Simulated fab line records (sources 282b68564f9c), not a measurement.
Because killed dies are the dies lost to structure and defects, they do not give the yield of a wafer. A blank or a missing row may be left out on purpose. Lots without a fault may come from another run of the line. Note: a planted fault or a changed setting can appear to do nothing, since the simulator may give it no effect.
Comparing a struck lot with a sound one	flow ritCmos	22 out of 202 route steps
Sound: these wafers, L634.1, L634.2, L634.6. Wafers L650.2, L650.3, L650.5 were the ones struck. The cause is given at the end.
Order at every step that has rows: each side's tool, ch and its chambers, its first start. Under that, the readings that differ: sound wafers	struck wafers	difference of the means	sigmas: that difference in standard deviations of wafers without a fault.
alike: a reading whose means differ by less than 2 such deviations, as well as words and numbers matching on both sides. not compared: withheld readings; readings where some wafer has no value; bounds like >300 that might hide an equal value; numbers whose values overlap and for which the record gives no deviation.
The two part at a step that has a row with sigmas, a row that says differs or no value, or rows on one side only. Non-overlapping numbers with no deviation appear without sigmas and do not part them. A reading missing from all wafers of one side parts the sides only when that side holds two or more wafers.

first, 3 steps without rows for these wafers: RIT_GATE_CLEAN_02 (cleans in dHF, time 30 s); RIT_GATE_CLEAN_03 (cleans in SC2, time 600 s); RIT_GATE_CLEAN_04 (cleans in dHF, time 60 s).
RIT_FOX2_THK_MEAS_91:
  sound: filmMetro-01 at day 3 09:01; struck: filmMetro-03 at day 6 20:13
reading	sound	struck	difference	sigmas
FIELD_OXIDE_LEFT_2_THK (nm)	244 243 241	266 269 274	+27	+4
then, 2 steps without rows for these wafers: RIT_GATE_OXIDATION_05 (target thk 3 nm, ox time 270 s); RIT_GATE_ANNEAL_06 (time 600 s).
RIT_GATE_THK_MEAS_07:
  sound: filmMetro-03 at day 3 10:24; struck: filmMetro-03 at day 6 22:01
  alike: GATE_OXIDE_THK
then, 1 step without rows for these wafers: RIT_GATE_CVD_08 (deposits poly-Si from SiH4, target thk 250 nm, time 2220 s).
RIT_GATE_THK_MEAS_09:
  sound: filmMetro-04 at day 3 13:06; struck: filmMetro-01 at day 6 23:42
  alike: GATE_POLY_THK
then, 3 steps without rows for these wafers: RIT_GATE_HMDS_10 (prime time 60 s); RIT_GATE_COAT_11 (resist thk 855.5 nm); RIT_GATE_SOFTBAKE_12 (time 60 s).
RIT_GATE_EXPOSE_13: exposes mask M6, target cd 150 nm.
  sound on ilineStepper-01 ch 0, day 3 13:37; struck on ilineStepper-01 ch 0, day 7 00:25
  alike: mask, focusOffsetNm, stageVelMmS
then, 2 steps without rows for these wafers: RIT_GATE_PEB_14; RIT_GATE_DEVELOP_15 (develop time 50 s).
RIT_GATE_CD_MEAS_16: the cd target is 150 nm.
  sound: cdSem-01 at day 3 14:01; struck: cdSem-01 at day 7 00:52
reading	sound	struck	difference	sigmas
cdNm (nm)	147.7 149.9 148.9	- - -	no value on the struck wafers	
RIT_GATE_OVL_MEAS_17:
  sound: overlay-02 at day 3 14:08; struck: overlay-01 at day 7 00:58
  alike: GATE_OVL
then, 1 step without rows for these wafers: RIT_GATE_HARDBAKE_18 (time 60 s).
RIT_GATE_ETCH_19: etches poly-Si in SF6/CHF3/O2, stops on SiO2, time 165 s, target depth 312.5 nm.
  sound on rieSi-01 ch 1,3, day 3 14:19; struck on rieSi-01 ch 0,1,2, day 7 01:09
  alike: SF6_flow_sccm, drypumpMotorCurrentA, oesProductAu, throttleValvePct
  not compared: rfHoursCounterH
RIT_GATE_STRIP_20: strips in O2, time 180 s.
  sound on plasmaAsher-01 ch 0,1, day 3 14:25; struck on plasmaAsher-03 ch 0,1, day 7 01:16
  alike: drypumpMotorCurrentA
  not compared: rfHoursCounterH
RIT_GATE_CD_MEAS_90: the cd target is 150 nm.
  sound: cdSem-01 at day 3 14:36; struck: cdSem-01 at day 7 01:28
reading	sound	struck	difference	sigmas
cdNm (nm)	148.1 150.1 149.0	- - -	no value on the struck wafers	
then, 1 step without rows for these wafers: RIT_REOX_CLEAN_00 (cleans in SC1, time 600 s).

== WHERE THEY PART ==
Last at RIT_GATE_CD_MEAS_90 as far as this record goes, first at RIT_FOX2_THK_MEAS_91.

WHY: whatever the simulator had introduced
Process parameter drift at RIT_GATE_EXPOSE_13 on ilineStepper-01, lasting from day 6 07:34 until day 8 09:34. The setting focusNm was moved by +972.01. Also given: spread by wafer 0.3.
